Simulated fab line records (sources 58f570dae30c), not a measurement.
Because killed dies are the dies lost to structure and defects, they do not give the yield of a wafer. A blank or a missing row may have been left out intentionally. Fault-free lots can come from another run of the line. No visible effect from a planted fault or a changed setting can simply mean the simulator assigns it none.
8D (eight disciplines) problem report, filled in by code    flow berkeley-cmos170    the parts of the form that need people (team, actions taken, sign-off) are left out

## 1. PROBLEM STATEMENT
Wafers without a fault read 100.02 W, standard deviation 0.3; bias-w at UCB170_M3_ETCH_17 reads a mean of 108.27 W on 6 wafers belonging to 2 lots. That puts it +27 standard deviations away from the usual mean.
The step: etches BARC in N2/H2.
Earliest sighting: wafer L718.2 on rie-diel-04 at day 12 13:14. At this step, 42 wafers from 14 lots have a number in the record. Rule for "out", or "out of limits": more than 4 standard deviations from the usual mean. All remaining wafers that have a number are taken as sound.

## 2. WHAT THIS IS AND IS NOT
question                     is                      is not
which readings at this step  bias-w                  drypump-motor-current-A, throttle-valve-pct
which lots                   L718, L719              L702, L706, L707, L708, L712, L714, L715, L717, L721, L722, L723, L724
which wafers of those lots   all that have a number  -
read on which tools          rie-diel-04             rie-diel-01, rie-diel-03
when                         from day 12 13:14       up to then (24 sound wafers); but 12 sound wafers of L721, L722, L723, L724 came after

## 3. SUSPECTS, AND WHAT RULES EACH OUT
Counting: a tool stays on the suspect list if, at a process step up to the reading, it processed all lots that are out and no sound lot following the first of them.
- rie-diel-04 at UCB170_M3_ETCH_17 (etches BARC in N2/H2): kept. It ran every lot that is out, first L718 (day 12 13:14), and no sound lot after that; its last sound lot up to then is L717 (day 12 06:56). On those wafers its own readings are out: bias-w.
Left after counting: rie-diel-04 at UCB170_M3_ETCH_17.

## 4. THE CAUSE (what the simulator had put in)
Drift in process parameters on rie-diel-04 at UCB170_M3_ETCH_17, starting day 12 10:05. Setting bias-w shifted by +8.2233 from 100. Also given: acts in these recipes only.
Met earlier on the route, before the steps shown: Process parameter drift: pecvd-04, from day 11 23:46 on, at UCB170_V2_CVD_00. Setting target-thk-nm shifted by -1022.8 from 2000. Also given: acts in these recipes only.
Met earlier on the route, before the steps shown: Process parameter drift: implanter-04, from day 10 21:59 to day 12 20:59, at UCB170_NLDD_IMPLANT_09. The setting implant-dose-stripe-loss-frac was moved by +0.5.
The count eliminated every tool but this one.

## 5. THE EFFECT CHAIN, in route order
One row per reading whose mean, taken over the struck wafers that have a number, lies over 3 standard deviations from the usual. Only readings for which the record gives a usual standard deviation are gone through. hours: the time from each lot's start at the first step in this table that gives one to its start at this step, as a median over the lots. sigmas: the change in usual standard deviations.
hours  step               reading  usual     on struck wafers  change  sigmas
0      UCB170_M3_ETCH_17  bias-w   100.02 W  108.27            +8.25   +27
Process steps it contains:
- UCB170_M3_ETCH_17: etches BARC in N2/H2.
Later steps that measure or inspect, where all struck wafers having a row at the step show a number for every such reading and not one has moved that far: UCB170_M3_BOW_MEAS_20.

## 6. HOW IT WOULD HAVE BEEN CAUGHT EARLIER
The fault began at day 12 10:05; the first out-of-limits reading in this record came at day 12 13:14, 3 hours later.
